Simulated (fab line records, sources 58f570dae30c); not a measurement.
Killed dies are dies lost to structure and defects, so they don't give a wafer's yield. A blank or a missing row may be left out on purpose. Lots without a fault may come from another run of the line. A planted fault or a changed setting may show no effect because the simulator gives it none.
Which tool did it? | flow berkeley_cmos170 | 14 lots, 42 wafers sampled, at 6 steps of a route of 331

WHAT THE GAUGES READ, wafer by wafer
UCB170_PWELL_THK_MEAS_06.
lot  | measured    | on            | PWELL_NITRIDE_THK (nm)
L236 | day 3 02:39 | film_metro-02 | 219.4 219.2 217.8
L237 | day 3 12:00 | film_metro-02 | 219.6 218.6 219.2
L238 | day 3 11:59 | film_metro-03 | 219.5 220.8 219.6
L239 | day 4 03:01 | film_metro-02 | 220.2 219.4 219.0
L241 | day 4 02:59 | film_metro-04 | 221.5 219.2 218.7
L242 | day 4 07:37 | film_metro-02 | 219.9 220.5 218.0
L243 | day 4 15:41 | film_metro-04 | 223.7 222.7 221.7
L244 | day 4 15:41 | film_metro-02 | 222.8 221.9 222.2
L245 | day 4 15:44 | film_metro-04 | 222.4 221.6 222.2
L246 | day 5 02:43 | film_metro-03 | 219.7 219.5 218.4
L248 | day 5 13:17 | film_metro-02 | 219.8 219.8 220.0
L252 | day 6 18:14 | film_metro-04 | 294.9 294.4 293.6
L253 | day 6 18:14 | film_metro-02 | 295.2 296.7 296.9
L256 | day 7 10:03 | film_metro-03 | 218.3 216.6 220.0

UCB170_NSD_CD_MEAS_06: target cd 1200 nm.
lot  | measured     | on        | cd_nm (nm)
L236 | day 7 12:06  | cd_sem-01 | 1198.7 1197.7 1199.7
L237 | day 7 12:37  | cd_sem-01 | 1200.3 1197.9 1198.3
L238 | day 7 12:45  | cd_sem-02 | 1199.2 1199.1 1199.3
L239 | day 8 12:16  | cd_sem-02 | 1201.1 1202.3 1200.8
L241 | day 8 13:25  | cd_sem-01 | 1199.0 1199.8 1199.1
L242 | day 8 12:59  | cd_sem-02 | 1198.8 1198.0 1197.5
L243 | day 9 07:01  | cd_sem-02 | 1200.4 1200.1 1199.8
L244 | day 9 06:32  | cd_sem-01 | 1200.3 1201.4 1199.3
L245 | day 9 06:53  | cd_sem-01 | 1198.1 1197.1 1197.5
L246 | day 9 12:17  | cd_sem-01 | 1199.4 1200.1 1200.5
L248 | day 10 04:46 | cd_sem-01 | 1198.6 1198.2 1198.8
L252 | day 11 18:26 | cd_sem-01 | 1198.9 1199.7 1200.2
L253 | day 11 05:24 | cd_sem-02 | 1197.5 1195.6 1197.9
L256 | day 11 18:22 | cd_sem-02 | 1201.0 1202.3 1201.5

UCB170_CONTACT_CD_MEAS_15: target cd 700 nm.
lot  | measured     | on        | cd_nm (nm)
L236 | day 7 18:57  | cd_sem-02 | 700.5 700.0 698.6
L237 | day 7 21:20  | cd_sem-01 | 700.1 698.8 698.5
L238 | day 7 21:20  | cd_sem-02 | 698.7 699.7 699.5
L239 | day 8 20:07  | cd_sem-01 | 700.3 699.8 699.9
L241 | day 8 21:26  | cd_sem-02 | 697.5 697.2 696.9
L242 | day 8 21:10  | cd_sem-02 | 699.1 698.4 698.7
L243 | day 9 14:46  | cd_sem-01 | 699.5 700.3 699.1
L244 | day 9 15:08  | cd_sem-02 | 703.1 701.2 699.8
L245 | day 9 15:23  | cd_sem-01 | 699.5 700.1 700.5
L246 | day 9 20:12  | cd_sem-01 | 700.6 699.5 700.4
L248 | day 10 12:12 | cd_sem-02 | 698.2 697.1 699.5
L252 | day 12 03:14 | cd_sem-02 | 698.8 700.3 700.1
L253 | day 11 11:48 | cd_sem-02 | 698.3 700.2 699.6
L256 | day 12 03:56 | cd_sem-01 | 698.7 699.2 699.7

UCB170_CONTACT_CD_MEAS_90: target cd 700 nm.
lot  | measured     | on        | cd_nm (nm)
L236 | day 7 19:23  | cd_sem-01 | 700.4 701.1 698.4
L237 | day 7 21:49  | cd_sem-01 | 700.3 697.9 698.7
L238 | day 7 21:49  | cd_sem-02 | 698.7 699.5 699.1
L239 | day 8 20:32  | cd_sem-02 | 700.8 700.2 699.6
L241 | day 8 21:52  | cd_sem-02 | 697.8 696.5 696.2
L242 | day 8 21:35  | cd_sem-01 | 698.0 699.4 698.1
L243 | day 9 15:17  | cd_sem-01 | 699.4 701.0 700.0
L244 | day 9 15:33  | cd_sem-02 | 703.7 701.3 700.5
L245 | day 9 15:49  | cd_sem-01 | 698.0 701.4 699.8
L246 | day 9 20:37  | cd_sem-02 | 700.7 699.6 700.5
L248 | day 10 12:37 | cd_sem-02 | 697.6 697.8 697.6
L252 | day 12 03:40 | cd_sem-02 | 699.6 702.5 700.5
L253 | day 11 12:14 | cd_sem-01 | 698.4 701.2 698.6
L256 | day 12 04:21 | cd_sem-02 | 699.2 699.9 699.6

WHICH TOOL RAN EACH LOT (tool, then ch and the chambers of the sampled wafers, then the start)
lot  | UCB170_PWELL_CVD_05        | UCB170_PWELL_ETCH_14
L236 | lpcvd-02 ch 1, day 3 00:43 | rie_diel-01 ch 0,1, day 3 04:22
L237 | lpcvd-01 ch 1, day 3 09:06 | rie_diel-01 ch 1,2,3, day 3 13:41
L238 | lpcvd-01 ch 0, day 3 09:06 | rie_diel-03 ch 0,2,3, day 3 13:24
L239 | lpcvd-01 ch 0, day 4 01:04 | rie_diel-01 ch 0,2,3, day 4 04:02
L241 | lpcvd-01 ch 0, day 4 01:04 | rie_diel-03 ch 1,2,3, day 4 04:17
L242 | lpcvd-01 ch 1, day 4 05:41 | rie_diel-01 ch 0,1, day 4 09:05
L243 | lpcvd-02 ch 1, day 4 13:45 | rie_diel-01 ch 2,3, day 4 18:37
L244 | lpcvd-02 ch 1, day 4 13:45 | rie_diel-04 ch 0,2,3, day 4 18:48
L245 | lpcvd-02 ch 0, day 4 13:45 | rie_diel-03 ch 1,2,3, day 4 18:53
L246 | lpcvd-02 ch 1, day 5 00:47 | rie_diel-01 ch 0,2,3, day 5 03:46
L248 | lpcvd-02 ch 1, day 5 11:21 | rie_diel-04 ch 0,3, day 5 14:53
L252 | lpcvd-02 ch 0, day 6 16:19 | rie_diel-01 ch 0,1,3, day 6 19:10
L253 | lpcvd-02 ch 1, day 6 16:19 | rie_diel-04 ch 2,3, day 6 19:25
L256 | lpcvd-01 ch 0, day 7 08:07 | rie_diel-04 ch 0,1,2, day 7 11:53
- UCB170_PWELL_CVD_05: deposits Si3N4 from SiH2Cl2/NH3, target thk 220 nm, time 3300 s.
- UCB170_PWELL_ETCH_14: etches Si3N4 in CH3F/Ar/O2, stops on SiO2, target depth 242 nm, time 151 s.

WHAT THE TOOLS THEMSELVES READ (means of the sampled wafers that have a number; where no wafer has one, the mark that the record gives instead)
UCB170_PWELL_CVD_05.
lot  | tool     | susceptor_temp_C (C)
L236 | lpcvd-02 | 799.8
L237 | lpcvd-01 | 800.4
L238 | lpcvd-01 | 799.7
L239 | lpcvd-01 | 799.5
L241 | lpcvd-01 | 800.1
L242 | lpcvd-01 | 799.9
L243 | lpcvd-02 | 800.0
L244 | lpcvd-02 | 799.8
L245 | lpcvd-02 | 800.3
L246 | lpcvd-02 | 799.9
L248 | lpcvd-02 | 799.6
L252 | lpcvd-02 | 800.2
L253 | lpcvd-02 | 800.0
L256 | lpcvd-01 | 800.5

UCB170_PWELL_ETCH_14.
lot  | tool        | drypump_motor_current_A (A) | oes_product_au (a.u.) | throttle_valve_pct (%)
L236 | rie_diel-01 | 5.3                         | 0.952                 | 8.07
L237 | rie_diel-01 | 5.7                         | 0.936                 | 8.04
L238 | rie_diel-03 | 5.4                         | 0.937                 | 8.12
L239 | rie_diel-01 | 5.4                         | 0.932                 | 8.06
L241 | rie_diel-03 | 5.4                         | 0.946                 | 8.02
L242 | rie_diel-01 | 5.3                         | 0.949                 | 8.08
L243 | rie_diel-01 | 5.6                         | 0.939                 | 8.04
L244 | rie_diel-04 | 5.7                         | 0.956                 | 7.98
L245 | rie_diel-03 | 5.4                         | 0.954                 | 8.04
L246 | rie_diel-01 | 5.4                         | 0.933                 | 8.06
L248 | rie_diel-04 | 5.8                         | 0.937                 | 8.00
L252 | rie_diel-01 | 5.3                         | 0.993                 | 8.07
L253 | rie_diel-04 | 5.5                         | 1.006                 | 8.09
L256 | rie_diel-04 | 5.9                         | 0.942                 | 7.90

THE ANSWER, worked out from the rows above alone
Rule: what is usual is taken from the lots themselves. Put in order of their means at a reading, lots are off if they are a third of the lots or fewer, leave a main group of 4 or more, and stand apart from it by a gap of 3 or more times the standard deviation of the main group's means; of several such gaps the widest counts. A main group whose means are all the same, to the digits that the tables above print for the reading, isn't used. A lot without any number at a reading at which 4 lots or more have one is off too. The other lots that the step has rows for count as sound. The gauges are gone through in route order, then the tools' own readings, and for those a lot's mean is taken as printed above. The first step at which some lot is off is used, and at that step the reading that is off furthest; a lot without a number counts as furthest.
Off: L252, L253, at UCB170_PWELL_THK_MEAS_06 (PWELL_NITRIDE_THK). The main group: mean 220.1 nm, standard deviation 1.4.
A tool fits if, at a process step before that reading, it ran every lot that is off, and no sound lot after the first of them. The gauges at UCB170_PWELL_THK_MEAS_06 aren't tried: what is off there is off at UCB170_PWELL_ETCH_14 too, on other tools, and a gauge's error can't cause that. One fits: lpcvd-02 at UCB170_PWELL_CVD_05. Its last sound lot is L248 (day 5 11:21), its first lot that is off L252 (day 6 16:19): a fault that began between those two fits.

WHAT THE SIMULATOR HAD PUT IN
Process parameter drift: lpcvd-02, from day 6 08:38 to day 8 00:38, at UCB170_PWELL_CVD_05. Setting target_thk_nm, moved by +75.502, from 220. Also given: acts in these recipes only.
Lots struck among those shown: L252, L253. The rule above found the same.
